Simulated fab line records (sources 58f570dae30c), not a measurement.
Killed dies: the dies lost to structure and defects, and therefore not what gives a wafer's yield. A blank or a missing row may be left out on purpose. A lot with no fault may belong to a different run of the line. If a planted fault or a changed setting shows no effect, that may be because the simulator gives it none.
Problem report, 8D (eight disciplines) form, completed by code    flow berkeley cmos170    the parts of the form that need people (team, actions taken, sign-off) are left out

1. PROBLEM STATEMENT
SPACER_TEOS_THK at UCB170_SPACER_THK_MEAS_01 reads a mean of 178 nm on 1 wafer of 1 lot; wafers without a fault read 376 nm with a standard deviation of 6.1. That puts it -32 standard deviations away from the usual mean.
Seen first at day 9 08:30 on film metro-04, wafer L426.5. The record holds 37 wafers of 13 lots with a number at this step. Rule for "out" (also "out of limits"): further than 4 standard deviations from the usual mean. Any other wafer with a number is counted as sound.

2. WHAT THIS IS AND IS NOT
question                     is                      is not
which readings at this step  SPACER_TEOS_THK         -
which lots                   L426                    L409, L410, L411, L412, L414, L415, L416, L418, L419, L420, L422, L424
which wafers of those lots   all that have a number  -
read on which gauges         film metro-04           film metro-01, film metro-03
when                         from day 9 08:30        up to then (33 sound wafers); but 3 sound wafers of L424 came after

3. WHAT RULES OUT EACH SUSPECT
Counting: a tool stays on the suspect list if, at a process step up to the reading, it processed all lots that are out and no sound lot following the first of them.
- the gauge at UCB170_SPACER_THK_MEAS_01 has been ruled out. All the wafers that are out were read on film metro-04, but those of them that UCB170_SPACER_ETCHBACK_03 has rows for are out there too, on other tools.
- pecvd-04 at UCB170_SPACER_CVD_00 (deposits SiO2 from TEOS/O2, target thk 376 nm, time 47 s): kept. It ran the lot that is out, L426 (day 9 08:26), and no sound lot after that; its last sound lot up to then is L420 (day 8 01:02).
Remaining after the count: pecvd-04 at UCB170_SPACER_CVD_00.

4. THE CAUSE (what the simulator had put in)
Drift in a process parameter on pecvd-04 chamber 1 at UCB170_SPACER_CVD_00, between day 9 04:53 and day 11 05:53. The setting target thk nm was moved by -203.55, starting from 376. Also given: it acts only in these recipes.
Only this tool survived the counting.

5. SEQUENCE OF EFFECTS, ordered by route
One row per reading whose mean, taken over the struck wafers that have a number, lies over 3 standard deviations from the usual. Readings are gone through only where the record gives a usual standard deviation; hours: the median, over the lots, of the time from a lot's start at the first step in this table giving one to that lot's start at this step; sigmas: the change measured in usual standard deviations.
hours  step                       reading          usual       on struck wafers  change  sigmas
0      UCB170_SPACER_THK_MEAS_01  SPACER_TEOS_THK  376 nm      178               -198    -32
5      UCB170_SPACER_ETCHBACK_03  oes product au   0.905 a.u.  0.549             -0.356  -17
Here are the process steps it includes:
- UCB170_SPACER_ETCHBACK_03: etches SiO2 in CHF3/CF4/Ar, stops on Si, target depth 376 nm, time 100 s.

6. WHAT WOULD HAVE CAUGHT IT SOONER
4 hours passed between the start of the fault at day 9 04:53 and the first reading out of limits at a measuring or inspecting step in this record, taken at day 9 08:30.
Of the tool readings at UCB170_SPACER_CVD_00 for which the record gives a usual standard deviation, none was out on any struck wafer, so an alarm limit of 4 standard deviations on them would not have fired.
The start of UCB170_SPACER_CVD_00 on pecvd-04 came by day 9 08:30 for every one of the lots that are out (1). Had the tool been put on hold then, not one of them would have been saved.
